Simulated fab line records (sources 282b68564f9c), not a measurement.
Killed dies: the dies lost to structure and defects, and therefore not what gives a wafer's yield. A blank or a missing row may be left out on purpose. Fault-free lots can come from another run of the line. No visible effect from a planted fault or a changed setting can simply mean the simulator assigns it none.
Split-lot experiment / flow rit_cmos / 23 wafers read across 5 lots, on a route 202 steps long

THE SPLIT ITSELF
At RIT_GATE_DEVELOP_15 (develop time 50 s), the setting dev_temp_c was moved away from the recipe's 23 C on 6 of the 23 wafers read, by -13.7% to +8.1%. The other wafers ran this setting at the recipe's value.

FROM THE SPLIT TO THE READING: what the file shows between them, 8 steps
- RIT_GATE_HARDBAKE_18: time 60 s
- RIT_GATE_ETCH_19: etches poly-Si in SF6/CHF3/O2, stops on SiO2, time 165 s, target depth 312.5 nm
- RIT_REOX_CLEAN_00: cleans in SC1, time 600 s (also split here: time_s)
- RIT_PLDD_COAT_01: resist thk 1000 nm (also split here: spin_rpm)
- RIT_PLDD_SOFTBAKE_02: time 60 s
- RIT_PLDD_EXPOSE_03: exposes mask M8, target cd 40900 nm
- RIT_PLDD_DEVELOP_05: develop time 50 s
- RIT_PLDD_HARDBAKE_07: time 60 s

THE READING
etest.pmos_0p15.drive_ua_um (the simulator's own value, which no gauge read), at RIT_M1_PROBE_99. The file gives no usual value for it. Across the 17 wafers here that went through the recipe, the average is 260.4 and the standard deviation 8.7.

wafer=L076.1; tool, chamber at the split=litho_track-02, 0; dev_temp_c as run, C=24.86; against the recipe=+8.1%; etest.pmos_0p15.drive_ua_um=233; against lot-mates on the recipe=-30.9
wafer=L076.2; tool, chamber at the split=litho_track-02, 0; dev_temp_c as run, C=23; against the recipe=recipe; etest.pmos_0p15.drive_ua_um=264.3; against lot-mates on the recipe=-
wafer=L076.3; tool, chamber at the split=litho_track-02, 0; dev_temp_c as run, C=23; against the recipe=recipe; etest.pmos_0p15.drive_ua_um=258.6; against lot-mates on the recipe=-
wafer=L076.4; tool, chamber at the split=litho_track-02, 0; dev_temp_c as run, C=23; against the recipe=recipe; etest.pmos_0p15.drive_ua_um=268.8; against lot-mates on the recipe=-
wafer=L076.5; tool, chamber at the split=litho_track-02, 0; dev_temp_c as run, C=24.86; against the recipe=+8.1%; etest.pmos_0p15.drive_ua_um=235.2; against lot-mates on the recipe=-28.7
wafer=L080.1; tool, chamber at the split=litho_track-02, 0; dev_temp_c as run, C=23; against the recipe=recipe; etest.pmos_0p15.drive_ua_um=272.1; against lot-mates on the recipe=-
wafer=L080.2; tool, chamber at the split=litho_track-02, 0; dev_temp_c as run, C=23; against the recipe=recipe; etest.pmos_0p15.drive_ua_um=266.1; against lot-mates on the recipe=-
wafer=L080.3; tool, chamber at the split=litho_track-02, 0; dev_temp_c as run, C=23; against the recipe=recipe; etest.pmos_0p15.drive_ua_um=272.1; against lot-mates on the recipe=-
wafer=L080.4; tool, chamber at the split=litho_track-02, 0; dev_temp_c as run, C=23; against the recipe=recipe; etest.pmos_0p15.drive_ua_um=266.3; against lot-mates on the recipe=-
wafer=L080.6; tool, chamber at the split=litho_track-02, 0; dev_temp_c as run, C=23; against the recipe=recipe; etest.pmos_0p15.drive_ua_um=267.8; against lot-mates on the recipe=-
wafer=L081.1; tool, chamber at the split=litho_track-04, 0; dev_temp_c as run, C=23; against the recipe=recipe; etest.pmos_0p15.drive_ua_um=247.8; against lot-mates on the recipe=-
wafer=L081.2; tool, chamber at the split=litho_track-04, 0; dev_temp_c as run, C=20.05; against the recipe=-12.8%; etest.pmos_0p15.drive_ua_um=295.5; against lot-mates on the recipe=+49.2
wafer=L081.3; tool, chamber at the split=litho_track-04, 0; dev_temp_c as run, C=23; against the recipe=recipe; etest.pmos_0p15.drive_ua_um=242.8; against lot-mates on the recipe=-
wafer=L081.5; tool, chamber at the split=litho_track-04, 0; dev_temp_c as run, C=23; against the recipe=recipe; etest.pmos_0p15.drive_ua_um=248.2; against lot-mates on the recipe=-
wafer=L081.6; tool, chamber at the split=litho_track-04, 0; dev_temp_c as run, C=20.05; against the recipe=-12.8%; etest.pmos_0p15.drive_ua_um=294; against lot-mates on the recipe=+47.7
wafer=L082.1; tool, chamber at the split=litho_track-02, 0; dev_temp_c as run, C=23; against the recipe=recipe; etest.pmos_0p15.drive_ua_um=257.3; against lot-mates on the recipe=-
wafer=L082.3; tool, chamber at the split=litho_track-02, 0; dev_temp_c as run, C=23; against the recipe=recipe; etest.pmos_0p15.drive_ua_um=249.7; against lot-mates on the recipe=-
wafer=L082.6; tool, chamber at the split=litho_track-02, 0; dev_temp_c as run, C=23; against the recipe=recipe; etest.pmos_0p15.drive_ua_um=259.4; against lot-mates on the recipe=-
wafer=L085.1; tool, chamber at the split=litho_track-02, 0; dev_temp_c as run, C=23; against the recipe=recipe; etest.pmos_0p15.drive_ua_um=259.5; against lot-mates on the recipe=-
wafer=L085.2; tool, chamber at the split=litho_track-02, 0; dev_temp_c as run, C=19.84; against the recipe=-13.7%; etest.pmos_0p15.drive_ua_um=323.3; against lot-mates on the recipe=+61.5
wafer=L085.4; tool, chamber at the split=litho_track-02, 0; dev_temp_c as run, C=23; against the recipe=recipe; etest.pmos_0p15.drive_ua_um=267.4; against lot-mates on the recipe=-
wafer=L085.5; tool, chamber at the split=litho_track-02, 0; dev_temp_c as run, C=19.84; against the recipe=-13.7%; etest.pmos_0p15.drive_ua_um=323.6; against lot-mates on the recipe=+61.8
wafer=L085.6; tool, chamber at the split=litho_track-02, 0; dev_temp_c as run, C=23; against the recipe=recipe; etest.pmos_0p15.drive_ua_um=258.4; against lot-mates on the recipe=-

FIT RESULTS
A straight line over all 23 wafers: etest.pmos_0p15.drive_ua_um changes by -3.61 for each +1% of dev_temp_c; r = -0.92; the points scatter about the line by 9.6.
The same after taking each lot's own level away (the mean of its wafers on the recipe; 23 wafers): -4.06 for each +1%; r = -0.99; scatter 3.9.
Per that fit: largest dev_temp_c move, reading shift of 56.
Measured against the standard deviation above, the lots' own levels, which go from 246.27 to 268.88, span 2.6 times it.
So the slope is not independent of the lot-to-lot level: the two fits are not the same.
Check: for one of the wafers moved furthest among these (-13.7%), held out of the fit, the line's prediction against its lot-mates is +54.7. Against them it came out at +61.5.

FURTHER SPLITS ON THESE WAFERS
Note: prior to the reading, these wafers also went through further splits. Each is held against what the fit with the lots' levels taken away leaves over:
other split on the same wafers=RIT_ACTIVE_COAT_06 resist_thk_nm; wafers away from the commonest value=10; r with etest.pmos_0p15.drive_ua_um (lot level and that fit taken away)=-0.03
other split on the same wafers=RIT_ACTIVE_DEVELOP_10 develop_time_s; wafers away from the commonest value=8; r with etest.pmos_0p15.drive_ua_um (lot level and that fit taken away)=-0.17
other split on the same wafers=RIT_FOX1_OXIDATION_00 ox_time_s; wafers away from the commonest value=15; r with etest.pmos_0p15.drive_ua_um (lot level and that fit taken away)=+0.09
other split on the same wafers=RIT_PWELL_IMPLANT_08 dose_cm2; wafers away from the commonest value=7; r with etest.pmos_0p15.drive_ua_um (lot level and that fit taken away)=-0.07
other split on the same wafers=RIT_PRETRO_IMPLANT_08 energy_kev; wafers away from the commonest value=10; r with etest.pmos_0p15.drive_ua_um (lot level and that fit taken away)=+0.09
other split on the same wafers=RIT_GATE_CVD_08 time_s; wafers away from the commonest value=18; r with etest.pmos_0p15.drive_ua_um (lot level and that fit taken away)=-0.06
other split on the same wafers=RIT_REOX_CLEAN_00 time_s; wafers away from the commonest value=18; r with etest.pmos_0p15.drive_ua_um (lot level and that fit taken away)=+0.06
other split on the same wafers=RIT_PLDD_COAT_01 spin_rpm; wafers away from the commonest value=9; r with etest.pmos_0p15.drive_ua_um (lot level and that fit taken away)=+0.21

THE WHOLE CHAIN: every reading that the file lists as answering this split, in the file's order
step=RIT_M1_PROBE_99; what it does=; reading=etest.pmos_0p15.r_on_ohm_um (the simulator's own value, which no gauge read); change (the file's fit)=+32.7 for each +1% of the setting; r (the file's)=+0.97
step=RIT_M1_PROBE_99; what it does=; reading=etest.pmos_0p3.r_on_ohm_um (the simulator's own value, which no gauge read); change (the file's fit)=+32.9 for each +1% of the setting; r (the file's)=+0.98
step=RIT_M1_PROBE_99; what it does=; reading=etest.pmos_turned.r_on_ohm_um (the simulator's own value, which no gauge read); change (the file's fit)=+33.7 for each +1% of the setting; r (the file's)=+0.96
step=RIT_M1_PROBE_99; what it does=; reading=etest.nmos_0p3.r_on_ohm_um (the simulator's own value, which no gauge read); change (the file's fit)=+9.47 for each +1% of the setting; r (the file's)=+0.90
step=RIT_M1_PROBE_99; what it does=; reading=etest.nmos_0p15.drive_ua_um (the simulator's own value, which no gauge read); change (the file's fit)=-5.82 for each +1% of the setting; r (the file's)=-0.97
step=RIT_M1_PROBE_99; what it does=; reading=etest.pmos_0p15.drive_ua_um (the simulator's own value, which no gauge read); change (the file's fit)=-4.09 for each +1% of the setting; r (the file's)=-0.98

THE FILE'S OWN FIT
etest.pmos_0p15.drive_ua_um changes by -4.09 for each +1% of dev_temp_c, r = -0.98.
